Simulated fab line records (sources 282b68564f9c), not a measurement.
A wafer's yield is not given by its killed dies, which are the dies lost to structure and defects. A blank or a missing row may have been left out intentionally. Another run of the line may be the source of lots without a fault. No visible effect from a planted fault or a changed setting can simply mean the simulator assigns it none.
Tool commonality check / flow ritCmos / 16 lots and 48 wafers in the sample

WHY IT WAS OPENED
At RIT_GATE_OVL_MEAS_17 the reading GATE_OVL is flagged on 4 of 16 lots. Wafers without a fault read -0.9 nm, standard deviation 1.2.
Rule: a lot is flagged when every wafer of it that has a number lies more than 4 standard deviations from that mean, or none has a number. As for the other lots, they are considered sound.

lot=L246; measured=day 2 18:18; on=overlay-01; GATE_OVL (nm), wafer by wafer=0.2 0.7 0.8; flag=
lot=L247; measured=day 3 04:08; on=overlay-01; GATE_OVL (nm), wafer by wafer=-3.3 -2.3 0.8; flag=
lot=L248; measured=day 3 07:55; on=overlay-01; GATE_OVL (nm), wafer by wafer=-0.9 0.6 1.2; flag=
lot=L249; measured=day 3 13:54; on=overlay-01; GATE_OVL (nm), wafer by wafer=-0.4 -0.8 -1.3; flag=
lot=L250; measured=day 3 19:58; on=overlay-01; GATE_OVL (nm), wafer by wafer=-0.6 -1.7 -2.1; flag=
lot=L251; measured=day 4 01:13; on=overlay-01; GATE_OVL (nm), wafer by wafer=0.7 1.7 0.2; flag=
lot=L252; measured=day 4 07:39; on=overlay-01; GATE_OVL (nm), wafer by wafer=-0.8 0.8 -0.5; flag=
lot=L254; measured=day 4 15:37; on=overlay-01; GATE_OVL (nm), wafer by wafer=-2.3 -2.1 -1.4; flag=
lot=L255; measured=day 4 21:49; on=overlay-01; GATE_OVL (nm), wafer by wafer=0.8 -1.5 1.6; flag=
lot=L256; measured=day 5 01:17; on=overlay-02; GATE_OVL (nm), wafer by wafer=-1.6 -0.8 0.9; flag=
lot=L257; measured=day 5 05:16; on=overlay-01; GATE_OVL (nm), wafer by wafer=0.6 -0.7 -1.6; flag=
lot=L259; measured=day 5 14:42; on=overlay-01; GATE_OVL (nm), wafer by wafer=129.6 129.5 127.3; flag=FLAGGED
lot=L261; measured=day 5 22:28; on=overlay-02; GATE_OVL (nm), wafer by wafer=128.6 129.1 128.4; flag=FLAGGED
lot=L262; measured=day 6 06:04; on=overlay-02; GATE_OVL (nm), wafer by wafer=128.3 130.1 129.0; flag=FLAGGED
lot=L263; measured=day 6 09:05; on=overlay-02; GATE_OVL (nm), wafer by wafer=129.4 127.6 128.2; flag=FLAGGED
lot=L268; measured=day 7 12:37; on=overlay-02; GATE_OVL (nm), wafer by wafer=-0.3 -0.6 -0.9; flag=
Averaged over the flagged lots the numbers come to 128.8 nm, +129.7 nm from the usual (+99 or more standard deviations).

EACH LOT AND THE TOOL IT RAN ON
The record keeps 1 process step preceding the reading, out of 202 steps on the route. Each cell gives the tool, then ch followed by the chambers the sampled wafers passed through, then the start.
lot=L246; flag=; RIT_GATE_EXPOSE_13=ilineStepper-01 ch 0, day 2 17:34
lot=L247; flag=; RIT_GATE_EXPOSE_13=ilineStepper-02 ch 0, day 3 03:40
lot=L248; flag=; RIT_GATE_EXPOSE_13=ilineStepper-02 ch 0, day 3 07:25
lot=L249; flag=; RIT_GATE_EXPOSE_13=ilineStepper-01 ch 0, day 3 13:16
lot=L250; flag=; RIT_GATE_EXPOSE_13=ilineStepper-01 ch 0, day 3 19:20
lot=L251; flag=; RIT_GATE_EXPOSE_13=ilineStepper-02 ch 0, day 4 00:41
lot=L252; flag=; RIT_GATE_EXPOSE_13=ilineStepper-01 ch 0, day 4 07:10
lot=L254; flag=; RIT_GATE_EXPOSE_13=ilineStepper-01 ch 0, day 4 15:05
lot=L255; flag=; RIT_GATE_EXPOSE_13=ilineStepper-01 ch 0, day 4 21:16
lot=L256; flag=; RIT_GATE_EXPOSE_13=ilineStepper-02 ch 0, day 5 00:48
lot=L257; flag=; RIT_GATE_EXPOSE_13=ilineStepper-01 ch 0, day 5 04:45
lot=L259; flag=FLAGGED; RIT_GATE_EXPOSE_13=ilineStepper-01 ch 0, day 5 14:11
lot=L261; flag=FLAGGED; RIT_GATE_EXPOSE_13=ilineStepper-01 ch 0, day 5 21:59
lot=L262; flag=FLAGGED; RIT_GATE_EXPOSE_13=ilineStepper-01 ch 0, day 6 05:32
lot=L263; flag=FLAGGED; RIT_GATE_EXPOSE_13=ilineStepper-01 ch 0, day 6 08:34
lot=L268; flag=; RIT_GATE_EXPOSE_13=ilineStepper-02 ch 0, day 7 12:06
What the steps here do:
- RIT_GATE_EXPOSE_13: exposes mask M6, target cd 150 nm.
- RIT_GATE_OVL_MEAS_17

FLAGGED AGAINST TOTAL, ONE TOOL AT A TIME (gauges that did the reading follow at the end)
step=RIT_GATE_EXPOSE_13; tool=ilineStepper-01; lots run=11; flagged=4; share of the flagged lots=all; sound lots run after its first flagged lot=0
step=RIT_GATE_EXPOSE_13; tool=ilineStepper-02; lots run=5; flagged=0; share of the flagged lots=none; sound lots run after its first flagged lot=-
step=RIT_GATE_OVL_MEAS_17; tool=overlay-01; lots run=11; flagged=1; share of the flagged lots=some; sound lots run after its first flagged lot=0
step=RIT_GATE_OVL_MEAS_17; tool=overlay-02; lots run=5; flagged=3; share of the flagged lots=some; sound lots run after its first flagged lot=1 (L268)

WHAT THE TABLE PERMITS
All flagged lots share 1 row of the table, namely ilineStepper-01 at RIT_GATE_EXPOSE_13.
- ilineStepper-01 at RIT_GATE_EXPOSE_13 ran 11 lots, 4 of them flagged. Its last sound lot is L257 (day 5 04:45), its first flagged lot L259 (day 5 14:11): a fault that began between those two fits.
Left over: one tool, ilineStepper-01 at RIT_GATE_EXPOSE_13.

WHAT THE SIMULATOR HAD PUT IN
Scanner matching overlay: ilineStepper-01, from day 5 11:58 on, at RIT_GATE_EXPOSE_13. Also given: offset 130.
Shown lots that were struck: L259, L261, L262, L263. The rule above reached the same finding.
